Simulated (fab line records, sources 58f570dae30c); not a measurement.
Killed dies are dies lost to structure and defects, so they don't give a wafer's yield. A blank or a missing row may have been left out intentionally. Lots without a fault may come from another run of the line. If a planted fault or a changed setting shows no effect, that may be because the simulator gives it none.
2 desks, one fault + flow berkeleyCmos170 + every desk sees just its own numbers, and what lay behind them comes last

THE METROLOGY DESK
Means of the sampled wafers that have a number, per lot and without regard to the tool the lot ran on: this is what the gauges read. Marked OUT: a lot whose mean sits more than 4 standard deviations from the usual mean, which makes it out of limits; the brackets give that distance.
Columns: A = GATE_OXIDE_THK at UCB170_GATE_THK_MEAS_02, usual 6.56 nm
| lot  | first seen here | A    |
|------|-----------------|------|
| L175 | day 5 18:47     | 6.53 |
| L176 | day 6 01:56     | 6.75 |
| L177 | day 6 06:54     | 6.49 |
| L178 | day 6 18:43     | 6.53 |
| L179 | day 6 18:44     | 6.56 |
| L180 | day 6 23:27     | 6.50 |
| L181 | day 6 23:28     | 6.75 |
| L187 | day 8 11:56     | 6.44 |
| L190 | day 8 19:58     | 6.69 |
| L192 | day 9 06:02     | 6.65 |
| L191 | day 9 06:05     | 6.52 |
| L194 | day 10 02:08    | 6.53 |
| L195 | day 10 07:56    | 6.59 |
| L197 | day 10 15:26    | 6.58 |
This desk's finding: nothing out of limits on any of the 14 lots.

TOOL OWNER'S DESK, lithoTrack-03
The tool's own readings at UCB170_NSD_PEB_04, given as means over the sampled wafers that have a number, one for each lot that went through this tool. Marked OUT: a lot whose mean sits more than 4 standard deviations from the usual mean, which makes it out of limits; the brackets give that distance.
Columns: A = heaterPowerTotalW at UCB170_NSD_PEB_04, usual 56.80 W; B = plateTempC at UCB170_NSD_PEB_04, usual 130.01 C
| lot  | first seen here | A               | B      |
|------|-----------------|-----------------|--------|
| L175 | day 6 15:22     | 56.78           | 130.00 |
| L179 | day 7 15:14     | 56.74           | 129.96 |
| L187 | day 9 10:49     | 57.40 (+14) OUT | -      |
| L190 | day 9 15:10     | 57.45 (+15) OUT | -      |
Finding of this desk: L187, L190 out of limits; the first was L187 at day 9 10:49, on heaterPowerTotalW at UCB170_NSD_PEB_04. Within limits: L175, L179.

PUT TOGETHER
At day 9 10:49, on L187, L190, the tool owner's desk was in a position to raise an alarm.
The metrology desk saw nothing out of limits.
The metrology desk has L187, L190 on record, within its limits.
The lots listed all ran UCB170_NSD_PEB_04 on lithoTrack-03.

WHAT THE SIMULATOR HAD INSERTED
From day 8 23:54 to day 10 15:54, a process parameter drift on lithoTrack-03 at UCB170_NSD_PEB_04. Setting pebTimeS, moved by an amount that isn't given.
Shown lots that were struck: L187, L190.
How many hours passed from the start of the fault until each desk's first out-of-limits reading: the tool owner's desk, 11.
